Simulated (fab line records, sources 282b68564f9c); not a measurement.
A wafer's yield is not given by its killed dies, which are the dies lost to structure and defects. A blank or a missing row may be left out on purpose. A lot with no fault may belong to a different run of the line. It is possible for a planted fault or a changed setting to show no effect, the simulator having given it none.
Lot-split experiment | flow ritCmos | on a route of 202 steps: 5 lots, 23 wafers read

ON THE SPLIT
At RIT_NSD_IMPLANT_08, the setting doseCm2 was moved away from the recipe's 1e+15 on 4 of the 23 wafers read, by -4.5% to -2.2%. For the rest of the wafers, this setting stayed at what the recipe calls for.

FROM THE SPLIT TO THE READING: what the file shows between them, 9 steps
- RIT_PSD_COAT_01: resist thk 1000 nm (also split here: spinRpm)
- RIT_PSD_SOFTBAKE_02: time 60 s
- RIT_PSD_EXPOSE_03: exposes mask M10, target cd 40900 nm
- RIT_PSD_DEVELOP_05: develop time 50 s
- RIT_PSD_HARDBAKE_07: time 60 s
- RIT_PSD_IMPLANT_08 (also split here: energyKev)
- RIT_SDANNEAL_CLEAN_02: cleans in SC2, time 600 s (also split here: timeS)
- RIT_SDANNEAL_RTA_03: time 5 s
- RIT_SDANNEAL_RS_MEAS_04: measures by four-point-probe

THE READING
NSD_RS in ohm/sq, measured at RIT_SDANNEAL_RS_MEAS_05 by four-point-probe. On this fab line, fault-free wafers typically give 84.51 ohm/sq with a standard deviation of 0.19 ohm/sq.

wafer  | tool, chamber at the split | doseCm2 as run | against the recipe | NSD_RS, ohm/sq | against lot-mates on the recipe
L074.1 | implanter-01, 0            | 1e+15          | recipe             | 84.43          | -
L074.4 | implanter-01, 0            | 1e+15          | recipe             | 84.32          | -
L074.5 | implanter-01, 0            | 1e+15          | recipe             | 84.51          | -
L075.1 | implanter-02, 0            | 1e+15          | recipe             | 84.17          | -
L075.2 | implanter-02, 0            | 1e+15          | recipe             | 84.06          | -
L075.3 | implanter-02, 0            | 9.546e+14      | -4.5%              | 87.23          | +3.11
L075.5 | implanter-02, 0            | 9.546e+14      | -4.5%              | 87.42          | +3.30
L075.6 | implanter-02, 0            | 1e+15          | recipe             | 84.12          | -
L077.1 | implanter-04, 0            | 1e+15          | recipe             | 84.66          | -
L077.2 | implanter-04, 0            | 1e+15          | recipe             | 84.57          | -
L077.4 | implanter-04, 0            | 1e+15          | recipe             | 84.63          | -
L077.5 | implanter-04, 0            | 1e+15          | recipe             | 84.74          | -
L077.6 | implanter-04, 0            | 1e+15          | recipe             | 84.34          | -
L079.1 | implanter-01, 0            | 9.777e+14      | -2.2%              | 86.20          | +1.48
L079.2 | implanter-01, 0            | 1e+15          | recipe             | 84.62          | -
L079.4 | implanter-01, 0            | 1e+15          | recipe             | 84.63          | -
L079.5 | implanter-01, 0            | 1e+15          | recipe             | 84.91          | -
L079.6 | implanter-01, 0            | 9.777e+14      | -2.2%              | 86.25          | +1.53
L084.1 | implanter-02, 0            | 1e+15          | recipe             | 84.57          | -
L084.2 | implanter-02, 0            | 1e+15          | recipe             | 84.51          | -
L084.3 | implanter-02, 0            | 1e+15          | recipe             | 84.79          | -
L084.5 | implanter-02, 0            | 1e+15          | recipe             | 84.46          | -
L084.6 | implanter-02, 0            | 1e+15          | recipe             | 84.53          | -

THE FIT
A straight line over all 23 wafers: NSD_RS changes by -0.647 ohm/sq for each +1% of doseCm2; r = -0.97; the points scatter about the line by 0.23 ohm/sq.
The same after taking each lot's own level away (the mean of its wafers on the recipe; 23 wafers): -0.701 ohm/sq for each +1%; r = -0.99; scatter 0.11 ohm/sq.
The reading moves by 3.2 ohm/sq for the largest change in doseCm2, on that fit.
Measured against the standard deviation above, the lots' own levels, which go from 84.117 to 84.720 ohm/sq, span 3.2 times it.
So the lot-to-lot level changes the slope little: the two slopes agree.
Check: +3.23 ohm/sq against its lot-mates is what the line predicts for one of the wafers moved furthest among these (-4.5%) when that wafer is left out of the fit. Against them it came out at +3.11 ohm/sq.

ADDITIONAL SPLITS CARRIED BY THESE WAFERS
Note: prior to the reading, these wafers also went through further splits. Each is held against what the fit with the lots' levels taken away leaves over:
other split on the same wafers | wafers away from the commonest value | r with NSD_RS (lot level and that fit taken away)
RIT_PLDD_SOFTBAKE_02 tempC     | 7                                    | -0.01
RIT_PSD_COAT_01 spinRpm        | 10                                   | -0.19
RIT_PSD_IMPLANT_08 energyKev   | 5                                    | -0.31
RIT_SDANNEAL_CLEAN_02 timeS    | 10                                   | -0.05

THE FILE'S OWN FIT
NSD_RS changes by -0.701 ohm/sq for each +1% of doseCm2, r = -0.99.
